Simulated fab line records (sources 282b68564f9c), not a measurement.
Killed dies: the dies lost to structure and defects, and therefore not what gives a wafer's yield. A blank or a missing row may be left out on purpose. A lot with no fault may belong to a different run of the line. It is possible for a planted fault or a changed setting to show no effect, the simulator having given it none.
A struck lot beside a sound one :: flow ritCmos :: 15 steps out of a route of 202
Sound: the wafers L640.1, L640.3, L640.4. Wafers L652.1, L652.2, L652.6 were the ones struck. The cause comes at the end.
Order at every step that has rows: each side's tool, ch and its chambers, its first start. Under that, the readings that differ: sound wafers :: struck wafers :: difference of the means :: sigmas: that difference in standard deviations of wafers without a fault.
alike: same words and numbers on both sides, and readings whose means sit less than 2 such deviations apart. not compared: any withheld reading, any reading some wafer has no value for, any bound like >300 that may hide the same value, and any number with overlapping values for which the record gives no deviation.
A row with sigmas, a row that says differs or no value, or rows on one side alone: a step with any of these is where the two part. Numbers that don't overlap but have no deviation are shown without sigmas and don't part them. A reading that every wafer of one side lacks parts them only if that side has two wafers or more.

RIT_M1_SPUTTER_00: material Al, target thk 400 nm, time 477.1 s.
  struck on pvdSputter-03, day 6 02:18; sound on pvdSputter-03, day 3 11:49
  alike: throttleValvePct
RIT_M1_RS_MEAS_01: measures by four-point-probe.
  struck on filmMetro-03, day 6 02:35; sound on filmMetro-01, day 3 12:07
  alike: M1_AL_RS
RIT_M1_THK_MEAS_02: measures by xrf.
  struck on filmMetro-03, day 6 02:43; sound on filmMetro-01, day 3 12:14
reading: M1_AL_THK (nm)
sound: 385 380 375
struck: 366 371 367
difference: -12
sigmas: -3
then, 6 steps without rows for these wafers: RIT_M1_HMDS_03 (prime time 60 s); RIT_M1_COAT_04 (resist thk 1300 nm); RIT_M1_SOFTBAKE_05 (time 60 s); RIT_M1_EXPOSE_06 (exposes mask M12, target cd 2600 nm); RIT_M1_PEB_07; RIT_M1_DEVELOP_08 (develop time 68 s).
RIT_M1_CD_MEAS_09: target cd 2600 nm.
  struck on cdSem-02, day 6 03:51; sound on cdSem-02, day 3 13:11
  alike: cdNm
RIT_M1_OVL_MEAS_10:
  struck on overlay-02, day 6 03:58; sound on overlay-02, day 3 13:18
  alike: M1_OVL
then, 1 step without rows for these wafers: RIT_M1_HARDBAKE_11 (time 120 s).
RIT_M1_METAL_ETCH_12: etches Al in Cl2/BCl3, stops on SiO2, time 165 s, target depth 600 nm.
  sound on rieMetal-03 ch 0,1, day 3 13:35; struck on rieMetal-03 ch 0,1, day 6 04:15
reading: oesProductAu (a.u.)
sound: 0.735 0.752 0.732
struck: 0.967 0.988 0.975
difference: +0.237
sigmas: +12

reading: runLengthS (s)
sound: 193.0 192.7 193.5
struck: 152.1 151.3 151.5
difference: -41.4
sigmas: -99 or more

reading: model.NOVOLAK_of_M1_COAT_04.thkNm (nm)
sound: 800.5 799.6 805.4
struck: 889.3 887.8 887.1
difference: +86.2
sigmas: 

reading: model.M1.featureDepthNm (nm)
sound: 419.6 417 413.8
struck: 401.3 406.6 399.6
difference: -14.3
sigmas: 
  alike: drypumpMotorCurrentA, throttleValvePct
  not compared: rfHoursCounterH, model.SiO2_of_CONTACT_CVD_00.thkNm
then, 1 step without rows for these wafers: RIT_M1_STRIP_13 (strips in nmp, time 600 s).
RIT_M1_PROBE_99:
  struck on prober-01, day 6 07:37; sound on prober-01, day 3 15:51
reading: defectLimitedYield (%)
sound: 95.5 96.2 95.1
struck: 97.0 98.9 99.2
difference: +2.8
sigmas: +2

reading: killedAtFrontEnd
sound: 12 10 13
struck: 8 3 2
difference: -7
sigmas: -2

reading: killedDies
sound: 12 10 13
struck: 8 3 2
difference: -7
sigmas: -2

reading: sort_bin_6_memory (%)
sound: 2.3 2.3 1.5
struck: 0.8 0.4 0.4
difference: -1.5
sigmas: -2

reading: sortNPass
sound: 252 254 251
struck: 256 261 262
difference: +7
sigmas: +2

reading: sortYieldPct (%)
sound: 95.5 96.2 95.1
struck: 97.0 98.9 99.2
difference: +2.8
sigmas: +2
  alike: killedOpen, killedShort, sort_bin_3_pad_short, sort_bin_5_function

## WHERE THEY PART
Last at RIT_M1_PROBE_99 as far as this record goes, first at RIT_M1_THK_MEAS_02.

WHY: whatever the simulator had introduced
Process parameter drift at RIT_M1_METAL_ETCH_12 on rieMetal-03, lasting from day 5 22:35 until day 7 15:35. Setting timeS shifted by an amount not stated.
